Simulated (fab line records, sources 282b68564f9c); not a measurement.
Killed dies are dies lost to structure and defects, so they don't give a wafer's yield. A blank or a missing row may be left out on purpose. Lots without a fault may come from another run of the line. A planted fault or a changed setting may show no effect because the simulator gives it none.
fab line records | flow rit_cmos
record lots=6 wafers=18 last_day=7
route steps=202 shown NRETRO@60 PRETRO@64 GATE@75 M1@202
lots that met no fault: from a run of the same line without faults
start_h: hours from the record's first day to the start of the lot's first wafer shown | wait_h: hours since the lot's step before | " the same as in the row above | L1.1+2: a row that stands for several wafers | - no value, or no start given | * or withheld: withheld | < > ~ a bound
route shown NAME@n: a module of which the file shows steps, and the number in the route of the first | usual: mean/standard deviation of fault-free wafers | same: alike in all rows | chamber/n: place in a boat | sites: the reading at each site | _std_site: their standard deviation | _edge_site: outer sites' mean less inner sites' | radius_mm: how far each site lies from the wafer's centre | mask NAME#n: copy n | behind: the tool/chamber that last shaped the wafer | hold: why the lot was held/for how many hours/how that ended | device: the transistor (n, p or np) that didn't switch | end of line: the same wafers' tests at the end of the route | a step without rows: its recipe alone | killed: dies lost to structure and defects at the first sort, not the wafer's yield | map: a wafer's dies, x killed, . not, _ none there
set.NAME: the setting as run; set.NAME@STEP: as run at that earlier step | model.NAME: the simulator's own value behind a step, which no gauge read
lots at some steps of the route; a table a step, a row a wafer
services: from which hour (start_h, from the record's first day; less than 0 if before it) a tool's chamber was out of use, for how many hours, and why
## steps
# step RIT_NRETRO_HARDBAKE_07
# recipe resist=NOVOLAK temp_c=140 time_s=120
# step RIT_NRETRO_IMPLANT_08
# recipe species=P energy_kev=70 dose_cm2=1e+13 tilt_deg=7
# step RIT_NRETRO_STRIP_09
# recipe chemistry=O2 time_s=180 resist=NOVOLAK platen_temp_c=withheld power_w=500 pressure_mtorr=4000 o2_flow_sccm=4000
# usual drypump_motor_current_A=5.90/0.29
# columns lot.wafer tool chamber start_h wait_h drypump_motor_current_A rf_hours_counter_h
L260.1 plasma_asher-04 0 55.53 0.1 6.32 26
L260.4 " 1 " " 5.62 -
L260.5 " 0 " " 6.32 -
L261.2 plasma_asher-04 0 59.84 0.1 6.27 27
L261.3 " 0 " " 6.28 -
L261.5 " 0 " " 6.29 -
L270.4 plasma_asher-04 0 102.15 0.1 6.31 -
L270.5 " 0 " " 6.33 -
L270.6 " 1 " " 5.60 -
L271.2 plasma_asher-01 1 107.94 0.1 6.06 43
L271.5 " 0 " " 5.56 -
L271.6 " 1 " " 6.05 -
L276.1 plasma_asher-04 1 134.22 0.1 5.57 35
L276.4 " 0 " " 6.26 -
L276.6 " 1 " " 5.57 -
L277.2 plasma_asher-04 1 139.22 0.1 5.56 35
L277.4 " 0 " " 6.27 -
L277.5 " 1 " " 5.58 -
# step RIT_NRETRO_TW_MEAS_10
# usual NRETRO_TW=1054/7.2
# columns lot.wafer tool chamber start_h wait_h NRETRO_TW
L260.1 film_metro-01 - 55.70 0.1 1054
L260.4 " - " " 1048
L260.5 " - " " 1051
L261.2 film_metro-03 - 60.03 0.1 1065
L261.3 " - " " 1065
L261.5 " - " " 1066
L270.4 film_metro-02 - 102.30 0.1 1045
L270.5 " - " " 1051
L270.6 " - " " 1042
L271.2 film_metro-03 - 108.13 0.1 1068
L271.5 " - " " 1065
L271.6 " - " " 1065
L276.1 film_metro-01 - 134.39 0.1 1048
L276.4 " - " " 1046
L276.6 " - " " 1047
L277.2 film_metro-01 - 139.40 0.1 1044
L277.4 " - " " 1045
L277.5 " - " " 1048
# step RIT_PRETRO_HMDS_00
# recipe prime_time_s=60 prime_temp_c=140
# step RIT_PRETRO_COAT_01
# recipe resist=NOVOLAK spin_rpm=2000 resist_thk_nm=1300
# step RIT_PRETRO_SOFTBAKE_02
# recipe resist=NOVOLAK temp_c=90 time_s=60
# step RIT_PRETRO_EXPOSE_03
# recipe mask_id=M5 na=0.57 target_cd_nm=43700 dose_mj=250
# step RIT_PRETRO_PEB_04
# recipe resist=NOVOLAK temp_c=withheld time_s=withheld
# step RIT_PRETRO_DEVELOP_05
# recipe resist=NOVOLAK develop_time_s=68 dev_temp_c=23
# step RIT_PRETRO_OVL_MEAS_06
# usual PRETRO_OVL=-0.6/1.2
# columns lot.wafer tool chamber start_h wait_h PRETRO_OVL[nm]
L260.1 overlay-02 - 56.91 - -1.9
L260.4 " - " " -0.1
L260.5 " - " " -1.3
L261.2 overlay-02 - 60.97 - -0.4
L261.3 " - " " -1.8
L261.5 " - " " 1.8
L270.4 overlay-02 - 103.43 - -0.3
L270.5 " - " " -1.5
L270.6 " - " " -1.8
L271.2 overlay-01 - 109.21 - -1.4
L271.5 " - " " -0.6
L271.6 " - " " -0.3
L276.1 overlay-01 - 135.33 - 0.1
L276.4 " - " " 2.6
L276.6 " - " " 0.7
L277.2 overlay-01 - 140.46 - 1.0
L277.4 " - " " 0.2
L277.5 " - " " -0.3
# step RIT_PRETRO_HARDBAKE_07
# recipe resist=NOVOLAK temp_c=140 time_s=120
# step RIT_PRETRO_IMPLANT_08
# recipe species=B energy_kev=45 dose_cm2=1.2e+13 tilt_deg=7
# usual beam_energy_keV=44.999/0.014 beam_on_s=9.99/0.2 dose_ions_cm2=1.2001e+13/1.3e+10 faraday_current_uA=38.1/0.76
# columns lot.wafer tool chamber start_h wait_h beam_energy_keV beam_on_s dose_ions_cm2 faraday_current_uA
L260.1 implanter-02 0 57.19 0.2 44.994 9.83 1.1996e+13 38.8
L260.4 " 0 " " 44.993 10.12 1.2006e+13 37.6
L260.5 " 0 " " 45.010 10.16 1.2013e+13 37.4
L261.2 implanter-03 0 61.27 0.2 44.995 9.91 1.2013e+13 38.6
L261.3 " 0 " " 44.978 9.66 1.2017e+13 39.4
L261.5 " 0 " " 44.992 10.19 1.2005e+13 37.3
L270.4 implanter-02 0 103.77 0.2 45.006 9.86 1.6303e+13 52.4
L270.5 " 0 " " 44.992 9.78 1.6317e+13 53.0
L270.6 " 0 " " 45.004 10.14 1.6296e+13 51.0
L271.2 implanter-02 0 109.52 0.2 44.986 9.96 1.6325e+13 52.1
L271.5 " 0 " " 44.988 10.04 1.6321e+13 51.5
L271.6 " 0 " " 44.996 10.10 1.6328e+13 51.2
L276.1 implanter-01 0 135.62 0.2 44.986 10.12 1.2029e+13 37.7
L276.4 " 0 " " 45.020 9.79 1.1989e+13 38.9
L276.6 " 0 " " 45.005 9.88 1.2021e+13 38.6
L277.2 implanter-01 0 140.77 0.2 44.988 9.79 1.2012e+13 38.9
L277.4 " 0 " " 45.029 9.71 1.2007e+13 39.3
L277.5 " 0 " " 44.994 10.27 1.2021e+13 37.0
# step RIT_PRETRO_STRIP_09
# recipe chemistry=O2 time_s=180 resist=NOVOLAK platen_temp_c=withheld power_w=500 pressure_mtorr=4000 o2_flow_sccm=4000
# usual drypump_motor_current_A=5.98/0.29
# columns lot.wafer tool chamber start_h wait_h drypump_motor_current_A rf_hours_counter_h
L260.1 plasma_asher-04 1 57.34 0.1 5.61 26
L260.4 " 1 " " 5.59 -
L260.5 " 1 " " 5.54 -
L261.2 plasma_asher-04 1 61.40 0.1 5.57 27
L261.3 " 1 " " 5.59 -
L261.5 " 0 " " 6.32 -
L270.4 plasma_asher-03 0 103.90 0.1 5.93 -
L270.5 " 1 " " 6.29 -
L270.6 " 0 " " 5.93 -
L271.2 plasma_asher-03 0 109.64 0.1 5.93 50
L271.5 " 0 " " 5.94 -
L271.6 " 1 " " 6.29 -
L276.1 plasma_asher-01 0 135.77 0.1 5.57 2
L276.4 " 1 " " 6.05 -
L276.6 " 0 " " 5.58 -
L277.2 plasma_asher-04 1 140.89 0.1 5.59 35
L277.4 " 0 " " 6.28 -
L277.5 " 1 " " 5.61 -
# step RIT_PRETRO_TW_MEAS_10
# usual PRETRO_TW=479/4.2
# columns lot.wafer tool chamber start_h wait_h PRETRO_TW
L260.1 film_metro-03 - 57.52 0.1 481
L260.4 " - " " 480
L260.5 " - " " 480
L261.2 film_metro-02 - 61.58 0.1 473
L261.3 " - " " 473
L261.5 " - " " 474
L270.4 film_metro-02 - 104.05 0.1 522
L270.5 " - " " 522
L270.6 " - " " 524
L271.2 film_metro-02 - 109.83 0.1 522
L271.5 " - " " 520
L271.6 " - " " 519
L276.1 film_metro-03 - 135.94 0.1 484
L276.4 " - " " 483
L276.6 " - " " 482
L277.2 film_metro-02 - 141.08 0.1 474
L277.4 " - " " 475
L277.5 " - " " 475
# step RIT_GATE_WET_ETCH_00
# recipe chemistry=BOE target=SiO2 target_depth_nm=56 time_s=60 dry=n2_spin dilution=10:1 temp_c=21.5
# step RIT_M1_PROBE_99
# usual killed_at_contacts=0.1/0.31 killed_at_front_end=7/3 killed_dies=7/3 killed_open=3.2/1.9 killed_short=3.6/2.2
# same gross_dies=264 killed_at_M0_to_M3=0 killed_at_M4_up=0 killed_at_back_side=0 killed_at_other=0
# columns lot.wafer tool chamber start_h wait_h killed_at_contacts killed_at_front_end killed_dies killed_open killed_short model.etest.nmos_0p3.r_on_ohm_um model.etest.nmos_0p15.r_on_ohm_um model.etest.nmos_turned.drive_ua_um model.etest.nmos_0p15.drive_ua_um model.etest.nmos_0p3.drive_ua_um model.etest.nmos_narrow.drive_ua_um model.etest.nmos_0p15.off_log10_a_um model.etest.retro_edge_nmos.off_log10_a_um
L260.1 prober-02 - 85.66 0.1 0 5 5 3 2 2150 1178 309.2 448.7 230.1 226.3 -10.58 -10.64
L260.4 prober-02 - 85.81 0.2 0 7 7 4 3 2145 1160 322.3 457.6 234.1 231.9 -10.48 -10.32
L260.5 prober-02 - 85.86 0.2 0 7 7 2 5 2110 1126 323.4 465.7 231.2 230 -10.37 -10.17
L261.2 prober-01 - 88.81 0.1 0 7 7 4 3 2123 1112 343.1 484.5 231.1 234.3 -9.888 -9.775
L261.3 prober-01 - 88.86 0.2 0 10 10 5 5 2130 1112 341.4 486.8 232.4 233.6 -9.923 -9.768
L261.5 prober-01 - 88.96 0.2 0 10 10 5 5 2137 1102 343 479.9 231 233 -9.941 -9.849
L270.4 prober-02 - 133.94 0.2 0 8 8 2 6 2333 1195 271.1 408.7 196.8 197 -11.5 -11.28
L270.5 prober-02 - 133.99 0.2 0 5 5 1 4 2298 1177 278.6 413.6 197.1 200 -11.49 -11.32
L270.6 prober-02 - 134.04 0.2 1 7 8 3 5 2298 1160 275.1 410.9 194.7 197.1 -11.31 -11.32
L271.2 prober-01 - 135.89 0.1 0 5 5 1 4 2344 1217 279.1 406.1 193.4 198.4 -11.47 -11.32
L271.5 prober-01 - 136.04 0.2 0 6 6 2 4 2319 1190 280.1 421.9 197.3 201.1 -11.32 -11.24
L271.6 prober-01 - 136.09 0.2 0 4 4 2 2 2379 1225 264.6 408.4 192.3 197.9 -11.47 -11.41
L276.1 prober-02 - 164.41 0.1 0 2 2 1 1 2187 1144 320.8 463.1 223.8 226.2 -10.21 -9.974
L276.4 prober-02 - 164.56 0.2 0 3 3 2 1 2123 1088 322.4 469.9 227.3 230.3 -10.21 -9.957
L276.6 prober-02 - 164.66 0.2 0 8 8 7 1 2147 1108 316.6 474.9 225.9 229.5 -9.957 -9.806
L277.2 prober-01 - 168.49 0.1 0 10 10 5 5 2132 1121 321.9 485 235.8 235.8 -9.936 -9.719
L277.4 prober-01 - 168.59 0.2 0 12 12 4 8 2133 1126 324.9 483.8 235.7 236 -9.962 -9.827
L277.5 prober-01 - 168.64 0.2 0 5 5 3 2 2115 1148 317.3 479.8 238.7 237.6 -10.16 -10.05
# killed by level:class
L260.1 FOX2:geometric_particle:short=2 FOX1:geometric_particle:open=1 GATE:geometric_particle:open=1 SILICIDE:geometric_particle:open=1
L260.4 SPACER:geometric_particle:open=2 ACTIVE:geometric_particle:open=1 FOX1:geometric_particle:short=1 GATE:geometric_particle:short=1 SPACER:geometric_particle:short=1 SILICIDE:geometric_particle:open=1
L260.5 SPACER:geometric_particle:short=3 GATE:geometric_particle:open=2 GATE:geometric_particle:short=2
L261.2 FOX1:geometric_particle:open=2 FOX1:geometric_particle:short=2 GATE:geometric_particle:open=2 GATE:geometric_particle:short=1
L261.3 GATE:geometric_particle:open=2 SPACER:geometric_particle:short=2 SPACER:geometric_particle:open=2 FOX2:geometric_particle:short=1 GATE:geometric_particle:short=1 REOX:geometric_particle:short=1 REOX:geometric_particle:open=1
L261.5 GATE:geometric_particle:open=2 GATE:geometric_particle:short=2 FOX2:geometric_particle:short=1 FOX2:geometric_particle:open=1 SPACER:geometric_particle:open=1 SPACER:geometric_particle:short=1 SILICIDE:geometric_particle:short=1 SILICIDE:geometric_particle:open=1
L270.4 GATE:geometric_particle:short=4 FOX1:geometric_particle:short=1 FOX2:geometric_particle:open=1 REOX:geometric_particle:short=1 REOX:geometric_particle:open=1
L270.5 FOX1:geometric_particle:short=3 GATE:geometric_particle:open=1 SILICIDE:geometric_particle:short=1
L270.6 FOX2:geometric_particle:short=2 SILICIDE:geometric_particle:open=2 GATE:geometric_particle:short=1 REOX:geometric_particle:short=1 SPACER:geometric_particle:open=1 CONTACT:geometric_particle:short=1
L271.2 FOX1:geometric_particle:short=2 FOX1:geometric_particle:open=1 GATE:geometric_particle:short=1 REOX:geometric_particle:short=1
L271.5 GATE:geometric_particle:open=2 REOX:geometric_particle:short=2 FOX1:geometric_particle:short=1 SILICIDE:geometric_particle:short=1
L271.6 FOX2:geometric_particle:short=1 GATE:geometric_particle:open=1 GATE:geometric_particle:short=1 SILICIDE:geometric_particle:open=1
L276.1 GATE:geometric_particle:short=1 REOX:geometric_particle:open=1
L276.4 GATE:geometric_particle:short=1 GATE:geometric_particle:open=1 SPACER:geometric_particle:open=1
L276.6 SILICIDE:geometric_particle:open=3 GATE:geometric_particle:open=2 FOX1:geometric_particle:open=1 FOX1:geometric_particle:short=1 REOX:geometric_particle:open=1
L277.2 GATE:geometric_particle:short=3 GATE:geometric_particle:open=3 REOX:geometric_particle:short=1 REOX:geometric_particle:open=1 SPACER:geometric_particle:short=1 SPACER:geometric_particle:open=1
L277.4 FOX2:geometric_particle:short=2 GATE:geometric_particle:open=2 SPACER:geometric_particle:open=2 SILICIDE:geometric_particle:short=2 ACTIVE:geometric_particle:short=1 FOX1:geometric_particle:short=1 GATE:geometric_particle:short=1 SPACER:geometric_particle:short=1
L277.5 GATE:geometric_particle:open=2 GATE:geometric_particle:short=2 REOX:geometric_particle:open=1
## services
# columns tool chamber start_h hours kind
implanter-02 - 59.25 0.6 repair
implanter-02 - 65.39 2.6 repair
implanter-02 - 69.90 3.0 pm
plasma_asher-04 - 84.26 1.3 repair
implanter-02 - 87.89 6.9 repair
plasma_asher-04 - 103.48 2.8 pm
plasma_asher-01 - 108.75 9.0 pm
plasma_asher-01 0 108.75 9.0 vent_cycle
plasma_asher-01 1 108.75 9.0 vent_cycle
implanter-02 - 116.86 3.8 pm
plasma_asher-01 0 117.75 - clean
plasma_asher-01 1 117.75 - clean
implanter-03 - 118.92 0.6 repair
## key
first_sign step=RIT_PRETRO_IMPLANT_08 reading=dose_ions_cm2 direction=up sigmas=99+ usual=1.2001e+13 struck=1.6315e+13
effect step=RIT_PRETRO_IMPLANT_08 reading=faraday_current_uA direction=up sigmas=18 usual=38.1 struck=51.9
effect step=RIT_PRETRO_TW_MEAS_10 reading=PRETRO_TW direction=up sigmas=10 usual=479 struck=522
model_effect step=RIT_M1_PROBE_99 value=etest.nmos_0p3.r_on_ohm_um without=2160 struck=2329
met_at RIT_PRETRO_IMPLANT_08
struck_wafers L270.4,L270.5,L270.6,L271.2,L271.5,L271.6
tester_left_out L270,L271
onset_between 57.19 103.77
fault kind=process_parameter_drift tool=implanter-02 chamber=- onset_h=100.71 steps=RIT_PRETRO_IMPLANT_08 channel=dose_cm2 offset=4.32e+12 shape=step end_h=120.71 acts_in=these_recipes_only stated=1.2e+13
# tester_left_out: of these lots the tester's yield and bins aren't shown, on N5 and GAA mostly nor the transistor test; their killed dies are dies lost to structure and defects alone, not to doping, threshold or leakage, so they don't give the yield
